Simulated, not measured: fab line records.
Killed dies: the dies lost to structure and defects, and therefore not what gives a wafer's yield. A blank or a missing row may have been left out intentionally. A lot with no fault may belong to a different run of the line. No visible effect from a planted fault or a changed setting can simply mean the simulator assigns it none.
fab line records	flow rit_cmos
record: lots: 6	wafers: 18	last_day: 6
route steps=202 shown M1@184
lots with no fault: from the same line, run without faults
start_h: the number of hours between the record's first day and the start of the first shown wafer of the lot	wait_h: hours from the lot's prior step to this one	" as in the row above	L1.1+2: a single row standing in for several wafers	- no value, or no start given	* or withheld: withheld	< > ~ a bound
route shown NAME@n: names a module that has steps shown in the file, with the first one's number in the route	usual: mean/standard deviation of fault-free wafers	same: alike in all rows	chamber/n: place in a boat	sites: readings site by site	_std_site: their standard deviation	_edge_site: mean of outer sites minus mean of inner sites	radius_mm: for every site, how far away it sits from the centre of the wafer	mask NAME#n: copy n	behind: tool/chamber where the wafer was last shaped	hold: why the lot was held/for how many hours/how that ended	device: the transistor (n, p or np) that didn't switch	end of line: tests of these same wafers at the route's end	a step given without rows: its recipe and nothing more	killed: the dies lost at the first sort to structure and to defects; this is not the yield of the wafer	map: a wafer's dies, x killed, . not, _ none there
set.NAME: setting as actually run; set.NAME@STEP: the setting as run at that earlier step	model.NAME: the simulator's own value behind a step, which no gauge read
lots seen at some steps along the route; tables by step, rows by wafer
services: a tool's chamber out of use, with start hour (start_h, from the record's first day; less than 0 if before it), hours out, and reason
== steps ==
step: RIT_M1_SPUTTER_00
recipe: material: Al	target_thk_nm: 400	power_w: 2057	chamber_pressure_pa: 0.4	gas: Ar	time_s: 500	substrate_temp_c: 25
usual: throttle_valve_pct: 30.0/0.93
lot.wafer	tool	chamber	start_h	wait_h	throttle_valve_pct
L380.4	pvd_sputter-02	-	75.84	0.0	29.6
L380.5	"	-	"	"	30.5
L380.6	"	-	"	"	29.0
L384.4	pvd_sputter-02	-	95.36	0.0	29.3
L384.5	"	-	"	"	30.5
L384.6	"	-	"	"	31.3
L387.3	pvd_sputter-04	-	109.54	0.0	29.6
L387.4	"	-	"	"	27.4
L387.5	"	-	"	"	29.2
L390.1	pvd_sputter-02	-	126.64	0.0	30.9
L390.4	"	-	"	"	30.9
L390.5	"	-	"	"	29.3
L394.1	pvd_sputter-02	-	148.33	0.0	29.7
L394.3	"	-	"	"	30.6
L394.5	"	-	"	"	30.8
L395.3	pvd_sputter-04	-	151.44	0.0	29.0
L395.5	"	-	"	"	27.9
L395.6	"	-	"	"	28.9
step: RIT_M1_RS_MEAS_01
recipe: thk_meas_gauge: four-point-probe	reads: Al_of_M1_SPUTTER_00
usual: M1_AL_RS: 0.0712/0.00077
lot.wafer	tool	chamber	start_h	wait_h	M1_AL_RS[ohm/sq]
L380.4	film_metro-01	-	76.19	0.2	0.0708
L380.5	"	-	"	"	0.0718
L380.6	"	-	"	"	0.0717
L384.4	film_metro-01	-	95.72	0.2	0.0712
L384.5	"	-	"	"	0.0709
L384.6	"	-	"	"	0.0705
L387.3	film_metro-01	-	109.88	0.2	0.0719
L387.4	"	-	"	"	0.0721
L387.5	"	-	"	"	0.0721
L390.1	film_metro-02	-	126.93	0.1	0.0712
L390.4	"	-	"	"	0.0717
L390.5	"	-	"	"	0.0715
L394.1	film_metro-01	-	148.62	0.1	0.0710
L394.3	"	-	"	"	0.0720
L394.5	"	-	"	"	0.0719
L395.3	film_metro-04	-	151.78	0.2	0.0700
L395.5	"	-	"	"	0.0707
L395.6	"	-	"	"	0.0699
step: RIT_M1_THK_MEAS_02
recipe: thk_meas_gauge: xrf	reads: Al_of_M1_SPUTTER_00
usual: M1_AL_THK: 410/4.8
lot.wafer	tool	chamber	start_h	wait_h	M1_AL_THK[nm]
L380.4	film_metro-01	-	76.28	0.1	412
L380.5	"	-	"	"	405
L380.6	"	-	"	"	408
L384.4	film_metro-01	-	95.81	0.1	411
L384.5	"	-	"	"	413
L384.6	"	-	"	"	415
L387.3	film_metro-01	-	109.98	0.1	409
L387.4	"	-	"	"	408
L387.5	"	-	"	"	406
L390.1	film_metro-02	-	127.05	0.1	411
L390.4	"	-	"	"	408
L390.5	"	-	"	"	410
L394.1	film_metro-01	-	148.74	0.1	412
L394.3	"	-	"	"	403
L394.5	"	-	"	"	407
L395.3	film_metro-04	-	151.88	0.1	416
L395.5	"	-	"	"	414
L395.6	"	-	"	"	414
step: RIT_M1_HMDS_03
recipe: prime_time_s: 60	prime_temp_c: 140
step: RIT_M1_COAT_04
recipe: resist: NOVOLAK	spin_rpm: 2000	resist_thk_nm: 1300
step: RIT_M1_SOFTBAKE_05
recipe: resist: NOVOLAK	temp_c: 90	time_s: 60
step: RIT_M1_EXPOSE_06
recipe: mask_id: M12	na: 0.6	source_shape: conventional	sigma_outer: 0.5	target_cd_nm: 2600	dose_mj: 250
step: RIT_M1_PEB_07
recipe: resist: NOVOLAK	temp_c: withheld	time_s: withheld
step: RIT_M1_DEVELOP_08
recipe: resist: NOVOLAK	develop_time_s: 68	dev_temp_c: 23
step: RIT_M1_CD_MEAS_09
recipe: target_cd_nm: 2600
usual: cd_nm: 2600.7/2.1
lot.wafer	tool	chamber	start_h	wait_h	cd_nm
L380.4	cd_sem-01	-	77.38	-	2598.7
L380.5	"	-	"	"	2599.0
L380.6	"	-	"	"	2598.2
L384.4	cd_sem-01	-	97.00	-	2601.5
L384.5	"	-	"	"	2603.6
L384.6	"	-	"	"	2600.7
L387.3	cd_sem-01	-	111.06	-	2601.7
L387.4	"	-	"	"	2602.0
L387.5	"	-	"	"	2600.8
L390.1	cd_sem-02	-	127.99	-	2603.0
L390.4	"	-	"	"	2602.8
L390.5	"	-	"	"	2602.5
L394.1	cd_sem-02	-	149.68	-	2598.4
L394.3	"	-	"	"	2598.9
L394.5	"	-	"	"	2598.8
L395.3	cd_sem-01	-	152.84	-	2602.1
L395.5	"	-	"	"	2602.5
L395.6	"	-	"	"	2600.9
step: RIT_M1_OVL_MEAS_10
usual: M1_OVL: -1.1/1.4
lot.wafer	tool	chamber	start_h	wait_h	M1_OVL[nm]
L380.4	overlay-01	-	77.46	0.1	-0.3
L380.5	"	-	"	"	-0.3
L380.6	"	-	"	"	-0.2
L384.4	overlay-01	-	97.08	0.1	0.2
L384.5	"	-	"	"	0.2
L384.6	"	-	"	"	-2.1
L387.3	overlay-02	-	111.15	0.1	-1.1
L387.4	"	-	"	"	-1.2
L387.5	"	-	"	"	0.4
L390.1	overlay-02	-	128.11	0.1	-1.2
L390.4	"	-	"	"	0.1
L390.5	"	-	"	"	0.8
L394.1	overlay-02	-	149.80	0.1	-0.9
L394.3	"	-	"	"	-1.3
L394.5	"	-	"	"	-1.3
L395.3	overlay-02	-	152.93	0.1	-2.3
L395.5	"	-	"	"	-2.4
L395.6	"	-	"	"	-2.7
step: RIT_M1_HARDBAKE_11
recipe: resist: NOVOLAK	temp_c: 140	time_s: 120
step: RIT_M1_METAL_ETCH_12
recipe: stop_on: SiO2	chemistry: Cl2/BCl3	target: Al	time_s: 165	over_etch_frac: 0.5	pressure_mtorr: 100	target_depth_a: 6000	rf_w: 250	Cl2_flow_sccm: 60	bcl3_flow_sccm: 50
usual: drypump_motor_current_A: 5.6/0.56	oes_product_au: 0.794/0.0088	throttle_valve_pct: 8.28/0.088
lot.wafer	tool	chamber	start_h	wait_h	drypump_motor_current_A	oes_product_au	rf_hours_counter_h	throttle_valve_pct	model.NOVOLAK_of_M1_COAT_04.thk_nm	model.M1.feature_depth_nm	model.SiO2_of_CONTACT_CVD_00.thk_nm
L380.4	rie_metal-03	1	77.78	0.1	6.2	0.795	-	8.13	806.9	447.6	380.1
L380.5	"	0	"	"	5.2	0.788	-	8.25	813.2	439.4	379.9
L380.6	"	1	"	"	6.2	0.785	-	8.13	807.8	442.2	377.5
L384.4	rie_metal-02	0	97.42	0.1	4.9	0.810	-	8.39	818	444.3	381.5
L384.5	"	0	"	"	4.9	0.808	-	8.40	822.2	444.8	377.3
L384.6	"	1	"	"	6.1	0.795	-	8.23	814.3	447.9	373.6
L387.3	rie_metal-02	1	111.48	0.2	6.1	0.796	-	8.23	819.9	440.4	366.7
L387.4	"	0	"	"	4.9	0.798	-	8.40	715.4	450.3	358.9
L387.5	"	1	"	"	6.1	0.785	-	8.24	817.1	438.9	372.7
L390.1	rie_metal-02	1	128.40	0.2	6.1	0.805	5.0	8.24	806.3	444.2	364.3
L390.4	"	1	"	"	6.1	0.794	-	8.24	809.3	440.8	372.8
L390.5	"	0	"	"	4.9	0.798	-	8.39	707.4	454	364.4
L394.1	rie_metal-04	0	150.09	0.2	5.2	0.786	3.2	8.28	802.9	444.9	374.8
L394.3	"	0	"	"	5.2	0.800	-	8.29	802.2	440.5	369
L394.5	"	1	"	"	6.3	0.783	-	8.38	804.3	441.3	380.1
L395.3	rie_metal-03	1	153.26	0.2	6.2	0.798	-	8.14	805.3	453.1	371.3
L395.5	"	0	"	"	5.2	0.796	-	8.27	813.8	446.1	379.1
L395.6	"	1	"	"	6.1	0.802	-	8.13	801.9	452.7	379.5
step: RIT_M1_STRIP_13
recipe: chemistry: nmp	resist: NOVOLAK	temp_c: 80	time_s: 600	dry: n2_spin
step: RIT_M1_PROBE_99
usual: defect_limited_yield: 97.2/1.2	killed_at_contacts: 0.1/0.31	killed_at_front_end: 7/3.2	killed_dies: 7/3.2	killed_open: 3.6/1.9	killed_short: 3.6/2	sort_bin_3_pad_short: 0.1/0.22	sort_bin_5_function: 1.6/0.93	sort_bin_6_memory: 1.0/0.66	sort_n_pass: 257/3.2	sort_yield_pct: 97.2/1.2
same: gross_dies: 264	killed_at_M0_to_M3: 0	killed_at_M4_up: 0	killed_at_back_side: 0	killed_at_other: 0
lot.wafer	tool	chamber	start_h	wait_h	defect_limited_yield[%]	killed_at_contacts	killed_at_front_end	killed_dies	killed_open	killed_short	sort_bin_3_pad_short[%]	sort_bin_5_function[%]	sort_bin_6_memory[%]	sort_n_pass	sort_yield_pct[%]	model.etest.antenna_m1.vt_shift_v
L380.4	prober-02	-	80.13	0.2	97.7	1	5	6	2	4	0	1.1	1.1	258	97.7	-0.01274
L380.5	prober-02	-	80.18	0.2	97.7	1	5	6	4	2	0	1.1	1.1	258	97.7	-0.01113
L380.6	prober-02	-	80.23	0.2	98.5	1	3	4	4	0	0	1.1	0.4	260	98.5	-0.01542
L384.4	prober-02	-	99.77	0.2	98.9	0	3	3	2	1	0	0.4	0.8	261	98.9	-0.01189
L384.5	prober-02	-	99.82	0.2	98.9	0	3	3	2	1	0.4	0.8	0	261	98.9	-0.01021
L384.6	prober-02	-	99.87	0.2	96.2	0	10	10	5	5	0.4	1.9	1.5	254	96.2	-0.01404
L387.3	prober-02	-	113.78	0.2	97.3	0	7	7	5	2	0.4	1.5	0.8	257	97.3	-0.01435
L387.4	prober-02	-	113.83	0.2	97.3	1	6	7	2	5	0	0.8	1.9	257	97.3	-0.01627
L387.5	prober-02	-	113.88	0.2	97.7	0	6	6	2	4	0	1.5	0.8	258	97.7	-0.01104
L390.1	prober-02	-	130.65	0.1	96.6	0	9	9	4	5	0	1.9	1.5	255	96.6	-0.0101
L390.4	prober-02	-	130.80	0.2	97.7	0	6	6	5	1	0	2.3	0	258	97.7	-0.01397
L390.5	prober-02	-	130.85	0.2	96.6	0	9	9	5	4	0.4	1.1	1.9	255	96.6	-0.01973
L394.1	prober-02	-	152.34	0.1	97.7	0	6	6	0	6	0.4	0.8	1.1	258	97.7	-0.01553
L394.3	prober-02	-	152.44	0.2	98.1	0	5	5	3	2	0	1.1	0.8	259	98.1	-0.01374
L394.5	prober-02	-	152.54	0.2	96.2	0	10	10	4	6	0	2.7	1.1	254	96.2	-0.01232
L395.3	prober-01	-	155.56	0.2	94.3	0	15	15	6	9	0.4	3.4	1.9	249	94.3	-0.01472
L395.5	prober-01	-	155.66	0.2	94.3	0	15	15	10	4	0	3.4	2.3	249	94.3	-0.01066
L395.6	prober-01	-	155.71	0.2	94.3	0	15	15	4	8	0	3.0	2.7	249	94.3	-0.01233
killed by level:class
L380.4 REOX:geometric_particle:short=2 GATE:geometric_particle:short=1 REOX:geometric_particle:open=1 SPACER:geometric_particle:open=1 CONTACT:geometric_particle:short=1
L380.5 FOX1:geometric_particle:open=1 REOX:geometric_particle:open=1 REOX:geometric_particle:short=1 SPACER:geometric_particle:short=1 SILICIDE:geometric_particle:open=1 CONTACT:geometric_particle:open=1
L380.6 GATE:geometric_particle:open=1 REOX:geometric_particle:open=1 SPACER:geometric_particle:open=1 CONTACT:geometric_particle:open=1
L384.4 GATE:geometric_particle:short=1 GATE:geometric_particle:open=1 SPACER:geometric_particle:open=1
L384.5 GATE:geometric_particle:open=1 GATE:geometric_particle:short=1 SPACER:geometric_particle:open=1
L384.6 SILICIDE:geometric_particle:open=3 FOX1:geometric_particle:short=2 FOX1:geometric_particle:open=1 GATE:geometric_particle:open=1 GATE:geometric_particle:short=1 SPACER:geometric_particle:short=1 SILICIDE:geometric_particle:short=1
L387.3 GATE:geometric_particle:short=2 REOX:geometric_particle:open=2 FOX1:geometric_particle:open=1 GATE:geometric_particle:open=1 SPACER:geometric_particle:open=1
L387.4 SPACER:geometric_particle:short=3 GATE:geometric_particle:short=1 GATE:geometric_particle:open=1 REOX:geometric_particle:short=1 CONTACT:geometric_particle:open=1
L387.5 GATE:geometric_particle:short=3 FOX1:geometric_particle:open=1 SPACER:geometric_particle:open=1 SILICIDE:geometric_particle:short=1
L390.1 GATE:geometric_particle:short=2 ACTIVE:geometric_particle:open=1 FOX2:geometric_particle:open=1 FOX2:geometric_particle:short=1 GATE:geometric_particle:open=1 SPACER:geometric_particle:short=1 SPACER:geometric_particle:open=1 SILICIDE:geometric_particle:short=1
L390.4 REOX:geometric_particle:open=3 GATE:geometric_particle:open=2 SPACER:geometric_particle:short=1
L390.5 FOX1:geometric_particle:short=2 FOX1:geometric_particle:open=2 SILICIDE:geometric_particle:short=2 FOX2:geometric_particle:open=1 SPACER:geometric_particle:open=1 SILICIDE:geometric_particle:open=1
L394.1 FOX2:geometric_particle:short=2 SILICIDE:geometric_particle:short=2 FOX1:geometric_particle:short=1 GATE:geometric_particle:short=1
L394.3 GATE:geometric_particle:open=2 GATE:geometric_particle:short=2 FOX2:geometric_particle:open=1
L394.5 SPACER:geometric_particle:short=3 GATE:geometric_particle:open=2 GATE:geometric_particle:short=1 REOX:geometric_particle:open=1 REOX:geometric_particle:short=1 SPACER:geometric_particle:open=1 SILICIDE:geometric_particle:short=1
L395.3 GATE:geometric_particle:short=5 FOX2:geometric_particle:short=3 GATE:geometric_particle:open=3 FOX1:geometric_particle:open=1 FOX1:geometric_particle:short=1 FOX2:geometric_particle:open=1 SILICIDE:geometric_particle:open=1
L395.5 FOX2:geometric_particle:open=4 GATE:geometric_particle:open=4 FOX2:geometric_particle:short=2 GATE:geometric_particle:short=2 SPACER:geometric_particle:open=2 PLDD:coat_microbubble_printed=1
L395.6 GATE:geometric_particle:short=3 SILICIDE:geometric_particle:short=3 PLDD:coat_microbubble_printed=3 SPACER:geometric_particle:open=2 FOX1:geometric_particle:open=1 FOX2:geometric_particle:short=1 GATE:geometric_particle:open=1 SPACER:geometric_particle:short=1
== services ==
tool	chamber	start_h	hours	kind
pvd_sputter-02	-	70.40	1.1	repair
pvd_sputter-04	-	76.67	4.3	repair
rie_metal-03	-	141.85	2.8	pm
rie_metal-02	1	151.17	4.6	repair
== key ==
first_sign none at tools or gauges
model_effect: step: RIT_M1_METAL_ETCH_12	value: NOVOLAK_of_M1_COAT_04.thk_nm	without: 821.6	struck: 711.4
model_effect: step: RIT_M1_PROBE_99	value: etest.antenna_m1.vt_shift_v	without: -0.007479	struck: -0.018
met_at RIT_M1_METAL_ETCH_12
struck_wafers L387.4,L390.5
onset_between 97.42 111.48
fault: kind: process_parameter_drift	tool: rie_metal-02	chamber: 0	onset_h: 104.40	steps: RIT_M1_METAL_ETCH_12	channel: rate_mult	offset: 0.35	shape: step	end_h: 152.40
